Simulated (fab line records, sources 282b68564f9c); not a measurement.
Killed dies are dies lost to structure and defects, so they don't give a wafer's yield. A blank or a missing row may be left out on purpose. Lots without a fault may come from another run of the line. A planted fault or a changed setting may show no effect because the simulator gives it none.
fab line records | flow rit_cmos
record lots=13 wafers=39 last_day=6
route steps=202 shown PSD@157 SILICIDE@162 CONTACT@180 M1@202
lots that met no fault: from a run of the same line without faults
start_h: hours from the record's first day to the start of the lot's first wafer shown | wait_h: hours since the lot's step before | " the same as in the row above | L1.1+2: a row that stands for several wafers | - no value, or no start given | * or withheld: withheld | < > ~ a bound
route shown NAME@n: a module of which the file shows steps, and the number in the route of the first | usual: mean/standard deviation of fault-free wafers | same: alike in all rows | chamber/n: place in a boat | sites: the reading at each site | _std_site: their standard deviation | _edge_site: outer sites' mean less inner sites' | radius_mm: how far each site lies from the wafer's centre | mask NAME#n: copy n | behind: the tool/chamber that last shaped the wafer | hold: why the lot was held/for how many hours/how that ended | device: the transistor (n, p or np) that didn't switch | end of line: the same wafers' tests at the end of the route | a step without rows: its recipe alone | killed: dies lost to structure and defects at the first sort, not the wafer's yield | map: a wafer's dies, x killed, . not, _ none there
set.NAME: the setting as run; set.NAME@STEP: as run at that earlier step | model.NAME: the simulator's own value behind a step, which no gauge read
steps of the route over a sample of lots; a table a step, a row a wafer
services: from which hour (start_h, from the record's first day; less than 0 if before it) a tool's chamber was out of use, for how many hours, and why
## steps
# step RIT_SDANNEAL_RS_MEAS_04
# recipe thk_meas_gauge=four-point-probe
# usual PSD_RS=115.7/0.31
# columns lot.wafer tool chamber start_h wait_h PSD_RS[ohm/sq]
L830.2 film_metro-03 - 58.61 0.1 115.9
L830.4 " - " " 116.3
L830.6 " - " " 115.9
L831.1 film_metro-02 - 59.63 0.0 115.5
L831.2 " - " " 115.8
L831.3 " - " " 115.5
L832.2 film_metro-01 - 64.98 0.1 116.1
L832.4 " - " " 116.0
L832.5 " - " " 115.5
L833.1 film_metro-01 - 66.58 0.0 116.0
L833.2 " - " " 116.2
L833.5 " - " " 115.9
L835.4 film_metro-02 - 76.58 0.1 115.8
L835.5 " - " " 115.5
L835.6 " - " " 115.9
L836.2 film_metro-02 - 80.31 0.1 115.9
L836.3 " - " " 115.9
L836.6 " - " " 115.7
L838.3 film_metro-02 - 89.88 0.1 115.7
L838.5 " - " " 115.6
L838.6 " - " " 115.7
L839.1 film_metro-02 - 93.92 0.0 116.0
L839.2 " - " " 115.6
L839.6 " - " " 115.5
L840.3 film_metro-02 - 99.40 0.1 115.7
L840.4 " - " " 116.2
L840.5 " - " " 116.0
L841.2 film_metro-02 - 105.01 0.1 116.2
L841.4 " - " " 115.8
L841.6 " - " " 115.9
L842.1 film_metro-02 - 109.25 0.0 116.3
L842.4 " - " " 115.9
L842.6 " - " " 115.8
L843.2 film_metro-01 - 114.21 0.1 115.6
L843.3 " - " " 115.9
L843.6 " - " " 115.7
L845.3 film_metro-02 - 124.73 0.1 115.4
L845.4 " - " " 115.4
L845.6 " - " " 115.7
# step RIT_SILICIDE_SPUTTER_01
# recipe material=Ti target_thk_nm=30 power_w=350 chamber_pressure_pa=0.667 gas=Ar time_s=240 substrate_temp_c=25
# usual throttle_valve_pct=29.7/0.83
# columns lot.wafer tool chamber start_h wait_h throttle_valve_pct
L830.2 pvd_sputter-03 - 59.09 0.0 29.3
L830.4 " - " " 30.6
L830.6 " - " " 29.9
L831.1 pvd_sputter-01 - 60.12 0.0 29.5
L831.2 " - " " 29.1
L831.3 " - " " 29.7
L832.2 pvd_sputter-01 - 65.45 0.0 29.9
L832.4 " - " " 29.8
L832.5 " - " " 28.9
L833.1 pvd_sputter-03 - 67.07 0.0 29.6
L833.2 " - " " 29.7
L833.5 " - " " 29.1
L835.4 pvd_sputter-01 - 77.01 0.0 29.3
L835.5 " - " " 29.3
L835.6 " - " " 30.8
L836.2 pvd_sputter-02 - 80.78 0.0 30.2
L836.3 " - " " 31.1
L836.6 " - " " 30.1
L838.3 pvd_sputter-02 - 90.33 0.0 31.1
L838.5 " - " " 28.1
L838.6 " - " " 29.8
L839.1 pvd_sputter-01 - 94.41 0.0 29.5
L839.2 " - " " 29.3
L839.6 " - " " 30.6
L840.3 pvd_sputter-02 - 99.86 0.0 30.1
L840.4 " - " " 30.7
L840.5 " - " " 30.3
L841.2 pvd_sputter-01 - 105.48 0.0 29.6
L841.4 " - " " 29.7
L841.6 " - " " 29.7
L842.1 pvd_sputter-02 - 109.74 0.0 29.9
L842.4 " - " " 30.1
L842.6 " - " " 29.7
L843.2 pvd_sputter-01 - 114.69 0.0 30.7
L843.3 " - " " 29.0
L843.6 " - " " 28.9
L845.3 pvd_sputter-03 - 125.19 0.0 30.6
L845.4 " - " " 29.8
L845.6 " - " " 31.1
# step RIT_SILICIDE_THK_MEAS_03
# recipe thk_meas_gauge=xrf reads=Ti_of_SILICIDE_SPUTTER_01
# usual SILICIDE_TI_THK=30.6/0.34
# columns lot.wafer tool chamber start_h wait_h SILICIDE_TI_THK[nm]
L830.2 film_metro-04 - 59.37 0.1 30.1
L830.4 " - " " 30.3
L830.6 " - " " 30.3
L831.1 film_metro-04 - 60.39 0.1 31.1
L831.2 " - " " 30.8
L831.3 " - " " 30.8
L832.2 film_metro-04 - 65.73 0.1 30.5
L832.4 " - " " 30.4
L832.5 " - " " 30.4
L833.1 film_metro-03 - 67.34 0.1 30.9
L833.2 " - " " 30.9
L833.5 " - " " 30.8
L835.4 film_metro-03 - 77.31 0.1 30.5
L835.5 " - " " 30.6
L835.6 " - " " 30.8
L836.2 film_metro-01 - 81.06 0.1 30.6
L836.3 " - " " 30.9
L836.6 " - " " 30.3
L838.3 film_metro-03 - 90.62 0.1 30.6
L838.5 " - " " 30.4
L838.6 " - " " 30.7
L839.1 film_metro-04 - 94.68 0.1 29.6
L839.2 " - " " 29.9
L839.6 " - " " 29.9
L840.3 film_metro-04 - 100.15 0.1 30.6
L840.4 " - " " 30.9
L840.5 " - " " 30.5
L841.2 film_metro-03 - 105.76 0.1 30.4
L841.4 " - " " 30.4
L841.6 " - " " 30.2
L842.1 film_metro-04 - 110.01 0.1 30.0
L842.4 " - " " 30.2
L842.6 " - " " 30.1
L843.2 film_metro-04 - 114.97 0.1 30.5
L843.3 " - " " 30.5
L843.6 " - " " 30.4
L845.3 film_metro-04 - 125.48 0.1 29.9
L845.4 " - " " 29.7
L845.6 " - " " 30.0
# step RIT_CONTACT_STRIP_12
# recipe chemistry=O2 time_s=180 resist=NOVOLAK platen_temp_c=withheld power_w=500 pressure_mtorr=4000 o2_flow_sccm=4000
# usual drypump_motor_current_A=6.21/0.29 o2_flow_sccm=3999/13 run_length_s=208.4/0.34
# columns lot.wafer tool chamber start_h wait_h drypump_motor_current_A o2_flow_sccm rf_hours_counter_h run_length_s
L830.2 plasma_asher-04 0 61.30 0.1 6.57 4019 42 208.6
L830.4 " 0 " " 6.55 4013 - 208.3
L830.6 " 1 " " 6.15 4003 - 208.3
L831.1 plasma_asher-02 0 62.20 0.1 6.41 4008 40 208.1
L831.2 " 1 " " 6.33 3985 40 208.3
L831.3 " 1 " " 6.30 3990 - 208.8
L832.2 plasma_asher-02 0 67.66 0.1 6.36 3995 40 208.0
L832.4 " 1 " " 6.31 3985 - 208.7
L832.5 " 0 " " 6.38 4007 - 208.5
L833.1 plasma_asher-02 1 69.54 0.1 6.33 4000 40 208.5
L833.2 " 0 " " 6.40 4005 40 208.5
L833.5 " 0 " " 6.39 3998 - 208.1
L835.4 plasma_asher-04 1 79.28 0.2 6.14 4004 - 209.0
L835.5 " 1 " " 6.14 3996 - 208.6
L835.6 " 0 " " 6.56 3977 - 208.3
L836.2 plasma_asher-03 1 82.89 0.1 5.64 3995 29 207.9
L836.3 " 1 " " 5.64 4019 - 207.8
L836.6 " 1 " " 5.64 4008 - 207.8
L838.3 plasma_asher-02 0 92.77 0.2 6.35 3981 - 208.2
L838.5 " 0 " " 6.40 3974 - 208.2
L838.6 " 1 " " 6.30 3999 - 208.7
L839.1 plasma_asher-03 0 96.62 0.1 5.73 3992 30 208.5
L839.2 " 1 " " 5.65 3998 30 207.8
L839.6 " 1 " " 5.65 4007 - 207.7
L840.3 plasma_asher-04 1 102.16 0.2 6.14 4024 - 209.1
L840.4 " 0 " " 6.53 4001 - 208.3
L840.5 " 0 " " 6.56 3980 - 208.8
L841.2 plasma_asher-02 1 107.56 0.1 6.31 3984 45 208.2
L841.4 " 1 " " 6.33 4003 - 208.9
L841.6 " 1 " " 6.32 3990 - 208.6
L842.1 plasma_asher-02 0 111.96 0.1 6.35 3983 45 208.5
L842.4 " 0 " " 6.37 3995 - 208.4
L842.6 " 0 " " 6.31 3990 - 208.0
L843.2 plasma_asher-03 1 116.77 0.1 5.67 4014 33 207.8
L843.3 " 0 " " 5.70 3984 - 208.5
L843.6 " 0 " " 5.78 3997 - 209.1
L845.3 plasma_asher-02 1 127.33 0.2 6.35 3982 - 208.5
L845.4 " 0 " " 6.34 3996 - 202.4
L845.6 " 1 " " 6.31 3998 - 209.1
# step RIT_M1_PROBE_99
# usual killed_at_M0_to_M3=0.0/0.083 killed_at_contacts=0.0/0.22 killed_at_front_end=7/3.2 killed_dies=7/3.2 killed_open=3.2/2.1 killed_short=3.5/2.2
# same gross_dies=264 killed_at_M4_up=0 killed_at_back_side=0 killed_at_other=0
# columns lot.wafer tool chamber start_h wait_h killed_at_M0_to_M3 killed_at_contacts killed_at_front_end killed_dies killed_open killed_short
L840.3 prober-02 - 106.88 0.2 0 0 4 4 3 1
L840.4 prober-02 - 106.93 0.2 0 0 7 7 3 4
L840.5 prober-02 - 106.98 0.2 0 0 8 8 3 5
L841.2 prober-01 - 113.52 0.1 0 0 9 9 4 5
L841.4 prober-01 - 113.62 0.2 0 1 10 11 7 4
L841.6 prober-01 - 113.72 0.2 0 0 13 13 4 9
L842.1 prober-02 - 117.52 0.1 0 0 5 5 2 3
L842.4 prober-02 - 117.67 0.2 0 0 4 4 3 1
L842.6 prober-02 - 117.77 0.2 0 0 5 5 2 3
L845.3 prober-01 - 132.05 0.2 0 0 5 5 1 4
L845.4 prober-01 - 132.10 0.2 0 0 2 2 1 1
L845.6 prober-01 - 132.20 0.2 0 0 14 14 5 9
# killed by level:class
L840.3 FOX2:geometric_particle:open=1 GATE:geometric_particle:open=1 GATE:geometric_particle:short=1 SPACER:geometric_particle:open=1
L840.4 GATE:geometric_particle:short=2 REOX:geometric_particle:open=2 FOX1:geometric_particle:short=1 FOX2:geometric_particle:open=1 REOX:geometric_particle:short=1
L840.5 SILICIDE:geometric_particle:short=3 GATE:geometric_particle:short=1 GATE:geometric_particle:open=1 REOX:geometric_particle:short=1 SPACER:geometric_particle:open=1 SILICIDE:geometric_particle:open=1
L841.2 SPACER:geometric_particle:short=3 FOX1:geometric_particle:open=1 FOX2:geometric_particle:open=1 GATE:geometric_particle:short=1 REOX:geometric_particle:open=1 SPACER:geometric_particle:open=1 SILICIDE:geometric_particle:short=1
L841.4 REOX:geometric_particle:open=3 SPACER:geometric_particle:open=2 FOX1:geometric_particle:short=1 FOX1:geometric_particle:open=1 FOX2:geometric_particle:short=1 GATE:geometric_particle:short=1 SPACER:geometric_particle:short=1 CONTACT:geometric_particle:open=1
L841.6 FOX1:geometric_particle:short=2 REOX:geometric_particle:short=2 SPACER:geometric_particle:short=2 SILICIDE:geometric_particle:open=2 FOX2:geometric_particle:short=1 FOX2:geometric_particle:open=1 GATE:geometric_particle:short=1 SPACER:geometric_particle:open=1
L842.1 FOX1:geometric_particle:short=1 GATE:geometric_particle:open=1 REOX:geometric_particle:open=1 SPACER:geometric_particle:short=1 SILICIDE:geometric_particle:short=1
L842.4 GATE:geometric_particle:open=2 GATE:geometric_particle:short=1 SPACER:geometric_particle:open=1
L842.6 SILICIDE:geometric_particle:open=2 GATE:geometric_particle:short=1 REOX:geometric_particle:short=1 SILICIDE:geometric_particle:short=1
L845.3 FOX1:geometric_particle:short=2 SPACER:geometric_particle:short=2 SILICIDE:geometric_particle:open=1
L845.4 SPACER:geometric_particle:open=1 SPACER:geometric_particle:short=1
L845.6 SILICIDE:geometric_particle:short=5 SPACER:geometric_particle:short=3 SILICIDE:geometric_particle:open=3 FOX1:geometric_particle:short=1 GATE:geometric_particle:open=1 SPACER:geometric_particle:open=1
## services
# columns tool chamber start_h hours kind
pvd_sputter-01 - 51.87 2.8 repair
pvd_sputter-02 - 52.58 1.0 repair
pvd_sputter-02 - 53.10 25.2 repair
plasma_asher-04 - 108.75 9.0 pm
plasma_asher-04 0 108.75 9.0 vent_cycle
plasma_asher-04 1 108.75 9.0 vent_cycle
plasma_asher-04 0 117.75 - clean
plasma_asher-04 1 117.75 - clean
## key
first_sign step=RIT_CONTACT_STRIP_12 reading=run_length_s direction=down sigmas=18 usual=* struck=*
effect none on later readings
met_at RIT_CONTACT_STRIP_12
struck_lots L845
struck_wafers L845.4
tester_left_out L845
not_acting_at RIT_SDANNEAL_RS_MEAS_04,RIT_SILICIDE_SPUTTER_01,RIT_SILICIDE_THK_MEAS_03
onset_between 111.96 127.33
fault kind=process_parameter_drift tool=plasma_asher-02 chamber=0 onset_h=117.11 steps=RIT_CONTACT_STRIP_12 channel=time_s offset=* shape=step end_h=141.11 acts_in=* stated=*
# tester_left_out: of these lots the tester's yield and bins aren't shown, on N5 and GAA mostly nor the transistor test; their killed dies are dies lost to structure and defects alone, not to doping, threshold or leakage, so they don't give the yield
